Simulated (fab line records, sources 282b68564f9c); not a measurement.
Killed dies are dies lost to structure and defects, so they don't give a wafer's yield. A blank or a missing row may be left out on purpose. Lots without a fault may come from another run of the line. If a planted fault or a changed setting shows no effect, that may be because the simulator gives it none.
Chamber matching | flow ritCmos | 4 sister chambers for RIT_GATE_ETCH_19 on rieSi-02
The step etches poly-Si in SF6/CHF3/O2, stops on SiO2, time 165 s, target depth 312.5 nm. 8 wafers are shown with their chamber, then 8 later ones without.

WAFERS WITH THEIR CHAMBER
wafer  | chamber | throttleValvePct (%) | drypumpMotorCurrentA (A)
L723.3 | 3       | 10.05                | 5.98
L725.4 | 0       | 10.24                | 5.93
L727.2 | 0       | 10.23                | 5.94
L727.4 | 1       | 10.51                | 6.06
L731.4 | 2       | 10.03                | 6.17
L731.5 | 2       | 10.04                | 6.16
L731.6 | 1       | 10.51                | 6.03
L733.1 | 3       | 10.05                | 5.96

WAFERS WITH NO CHAMBER GIVEN
wafer  | throttleValvePct (%) | drypumpMotorCurrentA (A)
L733.4 | 10.50                | 6.07
L733.5 | 10.51                | 6.06
L741.1 | 10.05                | 5.96
L741.2 | 10.24                | 5.95
L741.5 | 10.04                | 5.95
L743.1 | 10.49                | 6.04
L743.2 | 10.04                | 5.96
L743.4 | 10.24                | 5.94

WHICH CHAMBER EACH ONE RAN IN
wafer  | from the rows above | in truth
L733.4 | 1                   | 1
L733.5 | 1                   | 1
L741.1 | 3                   | 3
L741.2 | 0                   | 0
L741.5 | 3                   | 3
L743.1 | 1                   | 1
L743.2 | 3                   | 3
L743.4 | 0                   | 0
Correctly placed: 8 of 8. Left unplaced by these rows: 0. 0 placed wrongly.
How it was worked out, from the rows above alone: a wafer's distance from a chamber is the root of the sum, over the readings, of the square of ((its reading less the chamber's mean) divided by the reading's scatter). The wafer belongs to the nearest chamber; if the next one is less than 2 further off, it can't be placed. A chamber's mean is the mean of its shown wafers. The scatter: take each reading less its chamber's mean, square it, sum over the shown wafers, divide by the number of wafers less the number of chambers, and take the root.
